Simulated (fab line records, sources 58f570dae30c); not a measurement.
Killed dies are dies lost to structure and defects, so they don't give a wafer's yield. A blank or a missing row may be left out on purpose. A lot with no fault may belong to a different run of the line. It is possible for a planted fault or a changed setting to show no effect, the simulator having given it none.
The same fault as seen by 2 desks	flow berkeley-cmos170	each desk has only its own numbers; what lay behind them comes last

THE METROLOGY DESK
What the gauges read, lot by lot, whatever tool the lot ran on: means of the sampled wafers that have a number. Any lot whose mean is over 4 standard deviations away from the usual mean is out of limits and marked OUT; that distance is given in the brackets.
Columns: A = M3_BOW at UCB170_M3_BOW_MEAS_20, usual 35 um
lot	first seen here	A
L492	day 8 21:24	42
L494	day 9 03:35	41
L493	day 9 06:27	36
L495	day 9 18:59	32
L500	day 10 10:05	36
L497	day 10 12:03	34
L499	day 10 12:14	28
L502	day 11 06:40	30
L510	day 14 00:54	37
L507	day 14 02:17	43
L512	day 14 02:21	36
L513	day 15 03:04	32
L514	day 15 03:22	28
L515	day 15 13:58	32
This desk's finding: nothing out of limits on any of the 14 lots.

THE TOOL OWNER'S DESK: rie-metal-01
The tool's own readings at UCB170_M1_METAL_ETCH_12 (etches Al in Cl2/BCl3, stops on PSG, target depth 780 nm, time 130 s): means of the sampled wafers that have a number, for each lot that ran on this tool. Any lot whose mean is over 4 standard deviations away from the usual mean is out of limits and marked OUT; that distance is given in the brackets.
Columns: A = bcl3-flow-sccm at UCB170_M1_METAL_ETCH_12, usual 44.99 sccm; B = drypump-motor-current-A at UCB170_M1_METAL_ETCH_12, usual 5.8 A; C = oes-product-au at UCB170_M1_METAL_ETCH_12, usual 0.844 a.u.; D = throttle-valve-pct at UCB170_M1_METAL_ETCH_12, usual 24.41 %
lot	first seen here	A	B	C	D
L495	day 9 05:41	44.76	5.7	0.858	24.35
L500	day 9 22:15	45.07	5.4	0.851	24.36
L497	day 9 22:48	45.00	5.7	0.870	24.34
L502	day 10 18:43	44.97	5.4	0.875	24.35
L514	day 14 08:53	44.92	6.0	0.872	24.32
L515	day 14 19:32	45.04	5.4	0.874	24.32
This desk's finding: nothing out of limits on any of the 6 lots.

PUT TOGETHER
Nothing out of limits was seen by the metrology desk.
The desk of the tool owner found nothing out of limits.

WHAT THE SIMULATOR HAD INSERTED
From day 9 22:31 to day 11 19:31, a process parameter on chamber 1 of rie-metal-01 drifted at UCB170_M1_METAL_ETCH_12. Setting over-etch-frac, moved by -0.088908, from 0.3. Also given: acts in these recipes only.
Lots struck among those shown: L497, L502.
